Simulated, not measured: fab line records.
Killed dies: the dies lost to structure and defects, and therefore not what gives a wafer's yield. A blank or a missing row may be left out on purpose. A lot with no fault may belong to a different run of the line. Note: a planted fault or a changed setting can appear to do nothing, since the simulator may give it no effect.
Split-lot experiment	flow berkeley cmos170	on a route of 331 steps: 5 lots, 23 wafers read

ABOUT THE SPLIT
At UCB170_SILICIDE_SPUTTER_01 (material Ti, target thk 30 nm, time 25 s), the setting power w was moved away from the recipe's 1500 W on 5 of the 23 wafers read, by -7.5% to -7.3%. The other wafers ran this setting at the recipe's value.

FROM THE SPLIT ON TO THE READING: in between, the file shows 1 step
- UCB170_SILICIDE_RS_MEAS_02: measures by four-point-probe

THE READING
SILICIDE_TI_THK, in nm, at UCB170_SILICIDE_THK_MEAS_03 (measures by xrf). Typical for fault-free wafers on this fab line: 30.26 nm, with standard deviation 0.3 nm.

wafer	tool, chamber at the split	power w as run, W	against the recipe	SILICIDE_TI_THK, nm	against lot-mates on the recipe
L075.1	pvd sputter-02, -	1500	recipe	30.44	-
L075.2	pvd sputter-02, -	1500	recipe	30.47	-
L075.4	pvd sputter-02, -	1500	recipe	30.72	-
L075.5	pvd sputter-02, -	1500	recipe	30.49	-
L075.6	pvd sputter-02, -	1500	recipe	30.36	-
L080.1	pvd sputter-03, -	1500	recipe	30.63	-
L080.2	pvd sputter-03, -	1500	recipe	30.22	-
L080.4	pvd sputter-03, -	1500	recipe	30.81	-
L080.5	pvd sputter-03, -	1500	recipe	30.59	-
L080.6	pvd sputter-03, -	1500	recipe	30.55	-
L081.1	pvd sputter-02, -	1390	-7.3%	27.87	-2.18
L081.2	pvd sputter-02, -	1500	recipe	30.08	-
L081.3	pvd sputter-02, -	1500	recipe	30.01	-
L081.4	pvd sputter-02, -	1390	-7.3%	27.93	-2.12
L081.5	pvd sputter-02, -	1390	-7.3%	27.81	-2.24
L083.3	pvd sputter-01, -	1500	recipe	30.08	-
L083.4	pvd sputter-01, -	1500	recipe	30.34	-
L083.5	pvd sputter-01, -	1500	recipe	30.15	-
L085.1	pvd sputter-03, -	1387	-7.5%	28.56	-2.35
L085.3	pvd sputter-03, -	1500	recipe	30.96	-
L085.4	pvd sputter-03, -	1387	-7.5%	28.34	-2.57
L085.5	pvd sputter-03, -	1500	recipe	31.04	-
L085.6	pvd sputter-03, -	1500	recipe	30.73	-

FIT RESULTS
A straight line over all 23 wafers: SILICIDE_TI_THK changes by +0.32 nm for each +1% of power w; r = +0.96; the points scatter about the line by 0.32 nm.
The same after taking each lot's own level away (the mean of its wafers on the recipe; 23 wafers): +0.309 nm for each +1%; r = +0.99; scatter 0.14 nm.
That fit puts the effect of the largest move of power w on the reading at 2.3 nm.
Across the lots, their own levels run from 30.045 to 30.910 nm, a range of 2.9 times the standard deviation given above.
Consequently the slope shifts little with the lot-to-lot level, the two slopes agreeing.
Check: with one of the wafers moved furthest among these (-7.5%) left out of the fit, the line predicts -2.32 nm for it against its lot-mates. Against them it came out at -2.35 nm.

THE OTHER SPLITS THESE WAFERS WENT THROUGH
Note: prior to the reading, these wafers also went through further splits. Each is held against what the fit with the lots' levels taken away leaves over:
other split on the same wafers	wafers away from the commonest value	r with SILICIDE_TI_THK (lot level and that fit taken away)
UCB170_PSD_IMPLANT_08 dose cm2	12	+0.02
UCB170_NSD_IMPLANT_08 dose cm2	11	+0.10
UCB170_BACKSIDE_STRIP_03 power w	5	-0.11

THE WHOLE CHAIN: every reading that the file lists as answering this split, in the file's order
step	what it does	reading	change (the file's fit)	r (the file's)
UCB170_SILICIDE_SPUTTER_01	material Ti, target thk 30 nm, time 25 s	Ti_of_SILICIDE_SPUTTER_01.thk nm (the simulator's own value, which no gauge read)	+0.309 nm for each +1% of the setting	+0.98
UCB170_SILICIDE_RS_MEAS_02	measures by four-point-probe	SILICIDE_TI_RS	-0.341 for each +1% of the setting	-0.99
UCB170_SILICIDE_THK_MEAS_03	measures by xrf	SILICIDE_TI_THK	+0.312 for each +1% of the setting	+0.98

THE FILE'S OWN FIT
SILICIDE_TI_THK changes by +0.312 nm for each +1% of power w, r = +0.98.
